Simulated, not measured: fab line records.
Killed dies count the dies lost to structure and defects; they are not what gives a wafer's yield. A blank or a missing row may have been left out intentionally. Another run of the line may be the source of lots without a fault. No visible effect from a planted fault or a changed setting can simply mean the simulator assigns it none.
Split-lot experiment ; flow rit-cmos ; on a route of 202 steps: 5 lots, 23 wafers read

## ON THE SPLIT
At RIT_NLDD_COAT_01 (resist thk 1000 nm), the setting resist-thk-nm was moved away from the recipe's 1000 nm on 11 of the 23 wafers read, by +2.9% to +5.5%. For the rest of the wafers, this setting stayed at what the recipe calls for.

## FROM THE SPLIT TO THE READING: what the file shows between them, 3 steps
- RIT_NLDD_SOFTBAKE_02: time 60 s
- RIT_NLDD_EXPOSE_03: exposes mask M7, target cd 40700 nm
- RIT_NLDD_DEVELOP_05: develop time 50 s

## THE READING
NOVOLAK_of_NLDD_COAT_01.thk-nm (the simulator's own value, which no gauge read), in nm, at RIT_NLDD_HARDBAKE_07 (time 60 s). The file gives no usual value for it. Average 884.1 nm, standard deviation 1.6 nm, over the 12 wafers here run with the recipe.

wafer;tool, chamber at the split;resist-thk-nm as run, nm;against the recipe;NOVOLAK_of_NLDD_COAT_01.thk-nm, nm;against lot-mates on the recipe
L074.2;litho-track-04, 0;1000;recipe;884.2;-
L074.4;litho-track-04, 0;1000;recipe;883.1;-
L074.6;litho-track-04, 0;1000;recipe;883.5;-
L078.2;litho-track-01, 0;1055;+5.5%;931.8;+48.1
L078.3;litho-track-01, 0;1000;recipe;885.3;-
L078.4;litho-track-01, 0;1000;recipe;883.8;-
L078.5;litho-track-01, 0;1000;recipe;882.1;-
L078.6;litho-track-01, 0;1055;+5.5%;931;+47.3
L079.1;litho-track-04, 0;1000;recipe;885.1;-
L079.2;litho-track-04, 0;1045;+4.5%;924.5;+38.0
L079.3;litho-track-04, 0;1000;recipe;888;-
L079.4;litho-track-04, 0;1045;+4.5%;926.9;+40.4
L079.5;litho-track-04, 0;1045;+4.5%;925.5;+39.0
L080.1;litho-track-01, 0;1000;recipe;883.5;-
L080.2;litho-track-01, 0;1041;+4.1%;921;+36.6
L080.3;litho-track-01, 0;1041;+4.1%;921.1;+36.8
L080.5;litho-track-01, 0;1000;recipe;885.2;-
L080.6;litho-track-01, 0;1041;+4.1%;918.9;+34.5
L081.2;litho-track-02, 0;1029;+2.9%;909.8;+27.3
L081.3;litho-track-02, 0;1029;+2.9%;908.6;+26.1
L081.4;litho-track-02, 0;1029;+2.9%;911.5;+29.0
L081.5;litho-track-02, 0;1000;recipe;881.6;-
L081.6;litho-track-02, 0;1000;recipe;883.3;-

THE FIT
A straight line over all 23 wafers: NOVOLAK_of_NLDD_COAT_01.thk-nm changes by +8.89 nm for each +1% of resist-thk-nm; r = +1.00; the points scatter about the line by 1.6 nm.
The same after taking each lot's own level away (the mean of its wafers on the recipe; 23 wafers): +8.76 nm for each +1%; r = +1.00; scatter 1.3 nm.
The reading moves by 48 nm for the largest change in resist-thk-nm, on that fit.
Measured against the standard deviation above, the lots' own levels, which go from 882.45 to 886.55 nm, span 2.5 times it.
The two slopes agree, so the slope changes little with the lot-to-lot level.
Check: for one of the wafers moved furthest among these (+5.5%), held out of the fit, the line's prediction against its lot-mates is +48.4 nm. It came out at +48.1 nm against them.

## THE OTHER SPLITS THESE WAFERS WENT THROUGH
Other splits were also applied to these wafers ahead of the reading. Each is held against what the fit with the lots' levels taken away leaves over:
other split on the same wafers;wafers away from the commonest value;r with NOVOLAK_of_NLDD_COAT_01.thk-nm (lot level and that fit taken away)
RIT_GATE_EXPOSE_13 dose-mj;4;+0.16

## THE WHOLE CHAIN: every reading that the file lists as answering this split, in the file's order
step;what it does;reading;change (the file's fit);r (the file's)
RIT_NLDD_COAT_01;resist thk 1000 nm;NOVOLAK_of_NLDD_COAT_01.thk-nm (the simulator's own value, which no gauge read);+10 nm for each +1% of the setting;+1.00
RIT_NLDD_HARDBAKE_07;time 60 s;NOVOLAK_of_NLDD_COAT_01.thk-nm (the simulator's own value, which no gauge read);+8.78 nm for each +1% of the setting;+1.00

## THE FILE'S OWN FIT
NOVOLAK_of_NLDD_COAT_01.thk-nm changes by +8.78 nm for each +1% of resist-thk-nm, r = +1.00.
